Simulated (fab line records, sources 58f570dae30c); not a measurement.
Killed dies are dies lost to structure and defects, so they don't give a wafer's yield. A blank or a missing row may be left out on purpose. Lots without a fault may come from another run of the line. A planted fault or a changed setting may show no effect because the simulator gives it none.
Which tool did it? | flow berkeley_cmos170 | 15 lots, 45 wafers sampled, at 1 step of a route of 331

WHAT THE GAUGES READ, wafer by wafer
The record holds no reading of a measuring or inspecting step that can be judged against a usual standard deviation.

WHICH TOOL RAN EACH LOT (tool, then ch and the chambers of the sampled wafers, then the start)
lot  | UCB170_FIELD_WET_ETCH_05
L368 | wet_bench-01 ch 3, day 4 21:41
L370 | wet_bench-03 ch 0, day 5 15:01
L371 | wet_bench-01 ch 0, day 5 18:15
L376 | wet_bench-03 ch 1, day 6 12:27
L377 | wet_bench-03 ch 1, day 6 12:27
L378 | wet_bench-04 ch 0, day 6 20:34
L381 | wet_bench-03 ch 2, day 7 18:51
L384 | wet_bench-03 ch 0, day 7 18:51
L382 | wet_bench-01 ch 0, day 7 22:56
L383 | wet_bench-01 ch 2, day 8 02:56
L386 | wet_bench-04 ch 1, day 8 14:22
L387 | wet_bench-04 ch 1, day 8 14:22
L388 | wet_bench-01 ch 3, day 8 23:51
L389 | wet_bench-04 ch 2, day 9 20:19
L391 | wet_bench-01 ch 3, day 10 00:16
- UCB170_FIELD_WET_ETCH_05: etches Si3N4 in H3PO4, time 12600 s.

WHAT THE TOOLS THEMSELVES READ (means of the sampled wafers that have a number; where no wafer has one, the mark that the record gives instead)
UCB170_FIELD_WET_ETCH_05. Usual: bath_guard_temp_C 160.1 C, standard deviation 0.62; bath_heat_duty_pct 27.5 %, standard deviation 2.9.
lot  | tool         | bath_guard_temp_C (C) | bath_heat_duty_pct (%) | flag
L368 | wet_bench-01 | 159.3                 | 23.2                   |
L370 | wet_bench-03 | 159.3                 | 29.4                   |
L371 | wet_bench-01 | 160.9                 | 30.1                   |
L376 | wet_bench-03 | -                     | -                      | OFF
L377 | wet_bench-03 | -                     | -                      | OFF
L378 | wet_bench-04 | -                     | -                      | OFF
L381 | wet_bench-03 | 160.2                 | 27.1                   |
L384 | wet_bench-03 | 159.4                 | 29.5                   |
L382 | wet_bench-01 | 160.7                 | 30.1                   |
L383 | wet_bench-01 | 159.9                 | 25.1                   |
L386 | wet_bench-04 | 159.6                 | 28.6                   |
L387 | wet_bench-04 | 159.4                 | 28.5                   |
L388 | wet_bench-01 | 159.6                 | 23.9                   |
L389 | wet_bench-04 | 161.0                 | 27.9                   |
L391 | wet_bench-01 | 159.4                 | 24.2                   |

THE ANSWER, worked out from the rows above alone
Rule: a lot is off if the mean of its wafers that have a number lies more than 3 standard deviations from the usual mean. A lot without any number at a reading at which 4 lots or more have one is off too. The other lots that the step has rows for count as sound. The gauges are gone through in route order, then the tools' own readings, and for those a lot's mean is taken as printed above. The first step at which some lot is off is used, and at that step the reading that is off furthest; a lot without a number counts as furthest.
Off: L376, L377, L378, at UCB170_FIELD_WET_ETCH_05 (bath_guard_temp_C). Without a number there: L376, L377, L378.
A tool fits if, at that step or a process step before it, it ran every lot that is off, and no sound lot after the first of them. None of those tried fits.

WHAT THE SIMULATOR HAD PUT IN
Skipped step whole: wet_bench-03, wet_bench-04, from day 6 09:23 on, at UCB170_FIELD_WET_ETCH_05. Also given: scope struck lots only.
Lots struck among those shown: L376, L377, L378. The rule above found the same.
